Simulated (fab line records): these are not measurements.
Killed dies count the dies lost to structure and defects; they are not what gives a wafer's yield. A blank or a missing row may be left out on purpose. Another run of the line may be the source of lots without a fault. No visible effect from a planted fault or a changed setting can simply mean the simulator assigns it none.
Which of the tools did it? ; flow berkeleyCmos170 ; 42 wafers from 14 lots sampled at 3 of the route's 331 steps

WHAT THE GAUGES READ, wafer by wafer
UCB170_M1_CD_MEAS_90 targets a cd of 700 nm. Usual: 700.1 nm for cdNm, sd 2.7.
lot;measured;on;cdNm (nm);flag
L449;day 9 05:45;cdSem-01;697.3 698.8 699.1;
L448;day 9 05:58;cdSem-02;698.1 699.8 701.1;
L450;day 9 07:31;cdSem-02;699.7 697.9 702.0;
L451;day 10 00:04;cdSem-02;699.5 699.3 697.9;
L453;day 10 16:07;cdSem-01;700.0 702.4 702.3;
L456;day 10 18:52;cdSem-01;704.7 706.4 704.8;
L454;day 10 20:04;cdSem-02;700.8 685.9 686.0;OFF
L459;day 11 19:54;cdSem-02;679.4 680.2 679.1;OFF
L464;day 12 04:47;cdSem-01;698.1 701.0 698.9;
L463;day 12 05:11;cdSem-01;702.7 699.3 704.1;
L465;day 12 14:35;cdSem-01;701.6 700.4 701.4;
L469;day 12 23:41;cdSem-01;696.4 702.7 697.4;
L467;day 13 00:13;cdSem-02;697.5 698.3 699.3;
L470;day 13 20:15;cdSem-02;700.3 696.7 699.5;

EACH LOT AND THE TOOL THAT RAN IT (in order: tool; ch and the chambers of the sampled wafers; start)
lot;UCB170_M1_METAL_ETCH_12;UCB170_M1_STRIP_13
L449;rieMetal-02 ch 1, day 9 05:29;plasmaAsher-02 ch 0, day 9 05:38
L448;rieMetal-04 ch 1, day 9 05:44;plasmaAsher-01 ch 0,1, day 9 05:52
L450;rieMetal-01 ch 0,1, day 9 07:16;plasmaAsher-03 ch 0,1, day 9 07:24
L451;rieMetal-02 ch 0,1, day 9 23:49;plasmaAsher-02 ch 0,1, day 9 23:56
L453;rieMetal-01 ch 0,1, day 10 15:52;plasmaAsher-02 ch 0,1, day 10 16:00
L456;rieMetal-04 ch 0, day 10 18:38;plasmaAsher-03 ch 0,1, day 10 18:46
L454;rieMetal-02 ch 0,1, day 10 19:49;plasmaAsher-01 ch 0,1, day 10 19:56
L459;rieMetal-02 ch 0, day 11 19:39;plasmaAsher-03 ch 0,1, day 11 19:47
L464;rieMetal-04 ch 0,1, day 12 04:29;plasmaAsher-02 ch 0,1, day 12 04:37
L463;rieMetal-04 ch 0,1, day 12 04:53;plasmaAsher-03 ch 0,1, day 12 05:01
L465;rieMetal-01 ch 0,1, day 12 14:21;plasmaAsher-02 ch 0,1, day 12 14:29
L469;rieMetal-04 ch 0,1, day 12 23:26;plasmaAsher-02 ch 0,1, day 12 23:34
L467;rieMetal-01 ch 0,1, day 12 23:59;plasmaAsher-03 ch 0,1, day 13 00:07
L470;rieMetal-01 ch 0,1, day 13 20:01;plasmaAsher-02 ch 0,1, day 13 20:09
- UCB170_M1_METAL_ETCH_12: etches Al in Cl2/BCl3, stops on PSG, target depth 780 nm, time 130 s.
- UCB170_M1_STRIP_13: strips in O2.

AS READ BY THE TOOLS THEMSELVES (means over the sampled wafers that have a number; for cases with no such wafer, the mark the record gives instead)
UCB170_M1_METAL_ETCH_12. Usual: drypumpMotorCurrentA 5.6 A, standard deviation 0.62; mfcCl2Sccm 89.98 sccm, standard deviation 0.28; oesProductAu 0.858 a.u., standard deviation 0.014; throttleValvePct 24.44 %, standard deviation 0.22.
lot;tool;drypumpMotorCurrentA (A);mfcCl2Sccm (sccm);oesProductAu (a.u.);throttleValvePct (%);flag
L449;rieMetal-02;5.3;89.79;0.856;24.07;
L448;rieMetal-04;6.0;90.19;0.851;24.48;
L450;rieMetal-01;6.2;89.96;0.857;24.53;
L451;rieMetal-02;5.0;89.92;0.843;24.23;
L453;rieMetal-01;6.2;89.98;0.851;24.52;
L456;rieMetal-04;5.1;89.79;0.882;24.59;
L454;rieMetal-02;5.0;90.09;0.849;24.23;
L459;rieMetal-02;4.8;89.89;0.841;24.30;
L464;rieMetal-04;5.7;89.76;0.874;24.51;
L463;rieMetal-04;5.4;90.33;0.877;24.55;
L465;rieMetal-01;5.9;90.21;0.863;24.67;
L469;rieMetal-04;5.7;89.86;0.858;24.52;
L467;rieMetal-01;6.2;89.97;0.863;24.53;
L470;rieMetal-01;5.9;90.19;0.853;24.67;

UCB170_M1_STRIP_13. Usual: drypumpMotorCurrentA 5.9 A, standard deviation 0.61; oesProductAu 0.720 a.u., standard deviation 0.0045.
lot;tool;drypumpMotorCurrentA (A);oesProductAu (a.u.);flag
L449;plasmaAsher-02;6.4;0.715;
L448;plasmaAsher-01;6.6;0.724;
L450;plasmaAsher-03;5.3;0.720;
L451;plasmaAsher-02;5.6;0.715;
L453;plasmaAsher-02;6.0;0.724;
L456;plasmaAsher-03;5.3;0.718;
L454;plasmaAsher-01;6.6;0.616;OFF
L459;plasmaAsher-03;5.2;0.559;OFF
L464;plasmaAsher-02;5.6;0.719;
L463;plasmaAsher-03;5.3;0.722;
L465;plasmaAsher-02;6.0;0.718;
L469;plasmaAsher-02;6.0;0.724;
L467;plasmaAsher-03;5.4;0.720;
L470;plasmaAsher-02;6.0;0.722;

THE ANSWER, worked out from the rows above alone
Rule: lot off if the mean of its wafers having a number is beyond 3 standard deviations from the usual mean. A lot without any number at a reading at which 4 lots or more have one is off too. All remaining lots with rows at the step are treated as sound. The gauges are gone through in route order, then the tools' own readings, and for those a lot's mean is taken as printed above. The first step at which some lot is off is used, and at that step the reading that is off furthest; a lot without a number counts as furthest.
Off, at UCB170_M1_CD_MEAS_90 on cdNm: L454, L459.
If a tool, at a process step before that reading, ran all the lots that are off and no sound lot after the first of them, it fits. Not tried: the gauges at UCB170_M1_CD_MEAS_90; whatever is off there is also off at UCB170_M1_STRIP_13, on other tools, and gauge error can't account for it. One fits: UCB170_M1_METAL_ETCH_12 on rieMetal-02. Its last sound lot is L451 (day 9 23:49), its first lot that is off L454 (day 10 19:49): a fault that began between those two fits.

WHAT THE SIMULATOR HAD PUT IN
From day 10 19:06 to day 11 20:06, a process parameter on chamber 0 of rieMetal-02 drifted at UCB170_M1_METAL_ETCH_12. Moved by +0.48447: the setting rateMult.
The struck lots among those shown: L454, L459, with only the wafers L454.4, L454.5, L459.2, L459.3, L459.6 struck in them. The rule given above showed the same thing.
